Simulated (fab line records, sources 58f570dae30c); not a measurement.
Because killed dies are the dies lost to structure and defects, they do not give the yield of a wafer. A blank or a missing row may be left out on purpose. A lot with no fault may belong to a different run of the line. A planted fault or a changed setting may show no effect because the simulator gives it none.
Split-lot experiment || flow berkeley cmos170 || on a route of 331 steps: 5 lots, 23 wafers read

THE SPLIT ITSELF
At UCB170_M3_SPUTTER_01 (material Al, target thk 900 nm, time 120 s), the setting time s was moved away from the recipe's 120 s on 5 of the 23 wafers read, by -7.9% to -5.0%. The other wafers ran this setting at the recipe's value.

THE PATH FROM SPLIT TO READING: the file shows 1 step between them
- UCB170_M3_RS_MEAS_02: measures by four-point-probe

THE READING
M3_AL_THK, in nm, at UCB170_M3_THK_MEAS_03 (measures by xrf). Typical for fault-free wafers on this fab line: 893 nm, with standard deviation 14 nm.

{"wafer": "L074.1", "tool, chamber at the split": "pvd sputter-04, -", "time s as run, s": 120, "against the recipe": "recipe", "M3_AL_THK, nm": 878, "against lot-mates on the recipe": "-"}
{"wafer": "L074.2", "tool, chamber at the split": "pvd sputter-04, -", "time s as run, s": 120, "against the recipe": "recipe", "M3_AL_THK, nm": 885, "against lot-mates on the recipe": "-"}
{"wafer": "L074.3", "tool, chamber at the split": "pvd sputter-04, -", "time s as run, s": 120, "against the recipe": "recipe", "M3_AL_THK, nm": 882, "against lot-mates on the recipe": "-"}
{"wafer": "L074.4", "tool, chamber at the split": "pvd sputter-04, -", "time s as run, s": 120, "against the recipe": "recipe", "M3_AL_THK, nm": 877, "against lot-mates on the recipe": "-"}
{"wafer": "L074.6", "tool, chamber at the split": "pvd sputter-04, -", "time s as run, s": 120, "against the recipe": "recipe", "M3_AL_THK, nm": 885, "against lot-mates on the recipe": "-"}
{"wafer": "L077.1", "tool, chamber at the split": "pvd sputter-03, -", "time s as run, s": 120, "against the recipe": "recipe", "M3_AL_THK, nm": 895, "against lot-mates on the recipe": "-"}
{"wafer": "L077.2", "tool, chamber at the split": "pvd sputter-03, -", "time s as run, s": 110.5, "against the recipe": "-7.9%", "M3_AL_THK, nm": 821, "against lot-mates on the recipe": -78}
{"wafer": "L077.3", "tool, chamber at the split": "pvd sputter-03, -", "time s as run, s": 110.5, "against the recipe": "-7.9%", "M3_AL_THK, nm": 850, "against lot-mates on the recipe": -49}
{"wafer": "L077.5", "tool, chamber at the split": "pvd sputter-03, -", "time s as run, s": 120, "against the recipe": "recipe", "M3_AL_THK, nm": 903, "against lot-mates on the recipe": "-"}
{"wafer": "L077.6", "tool, chamber at the split": "pvd sputter-03, -", "time s as run, s": 110.5, "against the recipe": "-7.9%", "M3_AL_THK, nm": 848, "against lot-mates on the recipe": -51}
{"wafer": "L079.2", "tool, chamber at the split": "pvd sputter-02, -", "time s as run, s": 120, "against the recipe": "recipe", "M3_AL_THK, nm": 915, "against lot-mates on the recipe": "-"}
{"wafer": "L079.3", "tool, chamber at the split": "pvd sputter-02, -", "time s as run, s": 120, "against the recipe": "recipe", "M3_AL_THK, nm": 907, "against lot-mates on the recipe": "-"}
{"wafer": "L079.5", "tool, chamber at the split": "pvd sputter-02, -", "time s as run, s": 120, "against the recipe": "recipe", "M3_AL_THK, nm": 903, "against lot-mates on the recipe": "-"}
{"wafer": "L080.2", "tool, chamber at the split": "pvd sputter-04, -", "time s as run, s": 120, "against the recipe": "recipe", "M3_AL_THK, nm": 883, "against lot-mates on the recipe": "-"}
{"wafer": "L080.3", "tool, chamber at the split": "pvd sputter-04, -", "time s as run, s": 120, "against the recipe": "recipe", "M3_AL_THK, nm": 887, "against lot-mates on the recipe": "-"}
{"wafer": "L080.4", "tool, chamber at the split": "pvd sputter-04, -", "time s as run, s": 120, "against the recipe": "recipe", "M3_AL_THK, nm": 886, "against lot-mates on the recipe": "-"}
{"wafer": "L080.5", "tool, chamber at the split": "pvd sputter-04, -", "time s as run, s": 120, "against the recipe": "recipe", "M3_AL_THK, nm": 878, "against lot-mates on the recipe": "-"}
{"wafer": "L080.6", "tool, chamber at the split": "pvd sputter-04, -", "time s as run, s": 120, "against the recipe": "recipe", "M3_AL_THK, nm": 883, "against lot-mates on the recipe": "-"}
{"wafer": "L078.1", "tool, chamber at the split": "pvd sputter-03, -", "time s as run, s": 120, "against the recipe": "recipe", "M3_AL_THK, nm": 910, "against lot-mates on the recipe": "-"}
{"wafer": "L078.2", "tool, chamber at the split": "pvd sputter-03, -", "time s as run, s": 120, "against the recipe": "recipe", "M3_AL_THK, nm": 906, "against lot-mates on the recipe": "-"}
{"wafer": "L078.3", "tool, chamber at the split": "pvd sputter-03, -", "time s as run, s": 114, "against the recipe": "-5.0%", "M3_AL_THK, nm": 882, "against lot-mates on the recipe": -28}
{"wafer": "L078.4", "tool, chamber at the split": "pvd sputter-03, -", "time s as run, s": 120, "against the recipe": "recipe", "M3_AL_THK, nm": 913, "against lot-mates on the recipe": "-"}
{"wafer": "L078.6", "tool, chamber at the split": "pvd sputter-03, -", "time s as run, s": 114, "against the recipe": "-5.0%", "M3_AL_THK, nm": 869, "against lot-mates on the recipe": -41}

THE FIT
A straight line over all 23 wafers: M3_AL_THK changes by +6.15 nm for each +1% of time s; r = +0.80; the points scatter about the line by 14 nm.
The same after taking each lot's own level away (the mean of its wafers on the recipe; 23 wafers): +7.37 nm for each +1%; r = +0.96; scatter 6.4 nm.
Per that fit: largest time s move, reading shift of 58 nm.
From 881.4 to 909.7 nm: that is the span of the lots' own levels, equal to 2.0 times the standard deviation above.
So the slope is not independent of the lot-to-lot level: the two fits are not the same.
Check: -51.2 nm against its lot-mates is what the line predicts for one of the wafers moved furthest among these (-7.9%) when that wafer is left out of the fit. It came out at -78 nm against them.

ADDITIONAL SPLITS CARRIED BY THESE WAFERS
Note: prior to the reading, these wafers also went through further splits. Each is held against what the fit with the lots' levels taken away leaves over:
{"other split on the same wafers": "UCB170_NSD_IMPLANT_08 dose cm2", "wafers away from the commonest value": 6, "r with M3_AL_THK (lot level and that fit taken away)": "+0.19"}
{"other split on the same wafers": "UCB170_M1_SPUTTER_00 power w", "wafers away from the commonest value": 6, "r with M3_AL_THK (lot level and that fit taken away)": -0.07}
{"other split on the same wafers": "UCB170_V1_ETCH_14 time s", "wafers away from the commonest value": 10, "r with M3_AL_THK (lot level and that fit taken away)": "+0.12"}
{"other split on the same wafers": "UCB170_M2_EXPOSE_12 dose mj", "wafers away from the commonest value": 8, "r with M3_AL_THK (lot level and that fit taken away)": -0.34}
{"other split on the same wafers": "UCB170_M2_DEVELOP_14 dev temp c", "wafers away from the commonest value": 9, "r with M3_AL_THK (lot level and that fit taken away)": "+0.22"}

THE WHOLE CHAIN: every reading that the file lists as answering this split, in the file's order
{"step": "UCB170_M3_SPUTTER_01", "what it does": "material Al, target thk 900 nm, time 120 s", "reading": "Al_of_M3_SPUTTER_01.thk nm (the simulator's own value, which no gauge read)", "change (the file's fit)": "+7.32 nm for each +1% of the setting", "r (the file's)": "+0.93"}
{"step": "UCB170_M3_RS_MEAS_02", "what it does": "measures by four-point-probe", "reading": "M3_AL_RS", "change (the file's fit)": "-0.000286 for each +1% of the setting", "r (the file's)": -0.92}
{"step": "UCB170_M3_THK_MEAS_03", "what it does": "measures by xrf", "reading": "M3_AL_THK", "change (the file's fit)": "+7.28 for each +1% of the setting", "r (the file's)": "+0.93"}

FILE'S OWN FIT
M3_AL_THK changes by +7.28 nm for each +1% of time s, r = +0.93.
